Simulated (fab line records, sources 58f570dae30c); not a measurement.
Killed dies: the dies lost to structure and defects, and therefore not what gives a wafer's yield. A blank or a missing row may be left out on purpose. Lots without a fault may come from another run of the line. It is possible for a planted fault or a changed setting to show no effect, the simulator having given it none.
Which of the tools did it? | flow berkeleyCmos170 | 7 lots, 21 wafers sampled, at 4 steps of a route of 331

== WHAT THE GAUGES SHOWED, per wafer ==
UCB170_V1_THK_MEAS_01.
lot  | measured     | on           | V1_TEOS_THK (nm)
L892 | day 9 02:19  | filmMetro-01 | 1983 1947 2000
L891 | day 9 05:46  | filmMetro-01 | 2007 2010 1992
L894 | day 9 05:47  | filmMetro-02 | 1991 2003 2043
L900 | day 11 00:52 | filmMetro-02 | 810 828 803
L901 | day 11 03:35 | filmMetro-02 | 1977 2028 2016
L904 | day 11 18:12 | filmMetro-01 | 1933 1936 1977
L909 | day 13 10:26 | filmMetro-02 | 1971 2000 1989

== TOOL THAT RAN EACH LOT (tool first, then ch and the chambers of the sampled wafers, then the start) ==
lot  | UCB170_CONTACT_STRIP_19             | UCB170_M1_ETCH_11                 | UCB170_V1_CVD_00
L892 | plasmaAsher-03 ch 0,1, day 8 22:40  | rieDiel-03 ch 1,2,3, day 9 00:18  | pecvd-03 ch 1,2, day 9 02:10
L891 | plasmaAsher-01 ch 0,1, day 9 00:43  | rieDiel-02 ch 0,2,3, day 9 02:42  | pecvd-01 ch 0,1,2, day 9 05:37
L894 | plasmaAsher-01 ch 0,1, day 9 01:09  | rieDiel-02 ch 0,1,2, day 9 03:19  | pecvd-02 ch 1,2, day 9 05:37
L900 | plasmaAsher-01 ch 0,1, day 10 20:32 | rieDiel-01 ch 0,1,3, day 10 22:46 | pecvd-03 ch 0,1, day 11 00:42
L901 | plasmaAsher-01 ch 0,1, day 10 23:14 | rieDiel-02 ch 1,2,3, day 11 01:41 | pecvd-02 ch 0,2, day 11 03:25
L904 | plasmaAsher-01 ch 0, day 11 14:27   | rieDiel-03 ch 0,3, day 11 16:19   | pecvd-01 ch 0,1, day 11 18:03
L909 | plasmaAsher-01 ch 0,1, day 13 06:37 | rieDiel-03 ch 0,1, day 13 08:29   | pecvd-01 ch 0,1, day 13 10:13
- UCB170_CONTACT_STRIP_19: strips in O2.
- UCB170_M1_ETCH_11: etches BARC in N2/H2.
- UCB170_V1_CVD_00: deposits SiO2 from TEOS/O2, target thk 2000 nm, time 250 s.

== THE ANSWER, worked out from the rows above alone ==
Rule: what is usual is taken from the lots themselves. Put in order of their means at a reading, lots are off if they are a third of the lots or fewer, leave a main group of 4 or more, and stand apart from it by a gap of 3 or more times the standard deviation of the main group's means; of several such gaps the widest counts. If all means in a main group match to the digits the tables above print for the reading, that group is not used. A lot without any number at a reading at which 4 lots or more have one is off too. The other lots that the step has rows for count as sound.
Off: at UCB170_V1_THK_MEAS_01 (V1_TEOS_THK), L900. For the main group the mean is 1989 nm and the standard deviation 22.
If a tool, at a process step before that reading, ran all the lots that are off and no sound lot after the first of them, it fits. Gauges at UCB170_V1_THK_MEAS_01: tried the same way as those tools. This does not decide it: 2 tools fit, namely rieDiel-01 at UCB170_M1_ETCH_11 and pecvd-03 at UCB170_V1_CVD_00.

== WHAT THE SIMULATOR HAD PUT IN ==
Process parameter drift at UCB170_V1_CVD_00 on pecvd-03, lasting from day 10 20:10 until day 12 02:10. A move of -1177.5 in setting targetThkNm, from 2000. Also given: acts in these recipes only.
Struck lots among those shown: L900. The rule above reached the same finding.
